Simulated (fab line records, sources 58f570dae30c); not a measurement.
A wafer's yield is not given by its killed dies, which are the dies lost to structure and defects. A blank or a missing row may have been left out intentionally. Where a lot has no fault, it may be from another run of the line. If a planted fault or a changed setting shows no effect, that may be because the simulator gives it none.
Which of the tools did it? + flow berkeley_cmos170 + 21 wafers from 7 lots sampled at 2 of the route's 331 steps

== WHAT EACH GAUGE READ, for each wafer ==
UCB170_M1_RS_MEAS_01: measurement is done with a four-point probe.
| lot  | measured     | on            | M1_AL_RS (ohm/sq)                         |
|------|--------------|---------------|-------------------------------------------|
| L644 | day 8 17:52  | film_metro-03 | 0.0480 0.0476 0.0480                      |
| L647 | day 9 03:35  | film_metro-04 | 0.0485 0.0477 0.0478                      |
| L652 | day 9 19:32  | film_metro-03 | 0.0481 0.0480 0.0479                      |
| L653 | day 10 04:22 | film_metro-04 | 0.0493 0.0481 0.0484                      |
| L658 | day 11 23:48 | film_metro-04 | 0.0655 0.0650 0.0661 0.0656 0.0650 0.0661 |
| L662 | day 12 05:11 | film_metro-04 | 0.0649 0.0663 0.0670 0.0650 0.0665 0.0670 |
| L667 | day 13 16:44 | film_metro-02 | 0.0477 0.0490 0.0476                      |

== WHICH TOOL RAN EACH LOT (tool, then ch and the chambers of the sampled wafers, then the start) ==
| lot  | UCB170_M1_SPUTTER_00         |
|------|------------------------------|
| L644 | pvd_sputter-02, day 8 17:47  |
| L647 | pvd_sputter-04, day 9 03:31  |
| L652 | pvd_sputter-03, day 9 19:29  |
| L653 | pvd_sputter-04, day 10 04:17 |
| L658 | pvd_sputter-02, day 11 23:41 |
| L662 | pvd_sputter-02, day 12 05:07 |
| L667 | pvd_sputter-03, day 13 16:41 |
- UCB170_M1_SPUTTER_00: material Al, target thk 600 nm, time 80 s.

== THE ANSWER, worked out from the rows above alone ==
Rule: usual is defined by the lots themselves. Put in order of their means at a reading, lots are off if they are a third of the lots or fewer, leave a main group of 4 or more, and stand apart from it by a gap of 3 or more times the standard deviation of the main group's means; of several such gaps the widest counts. A main group whose means are all the same, to the digits that the tables above print for the reading, isn't used. A lot without any number at a reading at which 4 lots or more have one is off too. Where the step has rows for the other lots, those lots are counted as sound.
Off: at UCB170_M1_RS_MEAS_01 (M1_AL_RS), L658, L662. For the main group the mean is 0.0481 ohm/sq and the standard deviation 0.00025.
A tool fits if, at a process step before that reading, it ran every lot that is off, and no sound lot after the first of them. The gauges at UCB170_M1_RS_MEAS_01 are tried like those tools. 2 tools fit, pvd_sputter-02 at UCB170_M1_SPUTTER_00 and film_metro-04 at UCB170_M1_RS_MEAS_01, so this cannot tell which one it is.

== WHAT WAS PUT IN BY THE SIMULATOR ==
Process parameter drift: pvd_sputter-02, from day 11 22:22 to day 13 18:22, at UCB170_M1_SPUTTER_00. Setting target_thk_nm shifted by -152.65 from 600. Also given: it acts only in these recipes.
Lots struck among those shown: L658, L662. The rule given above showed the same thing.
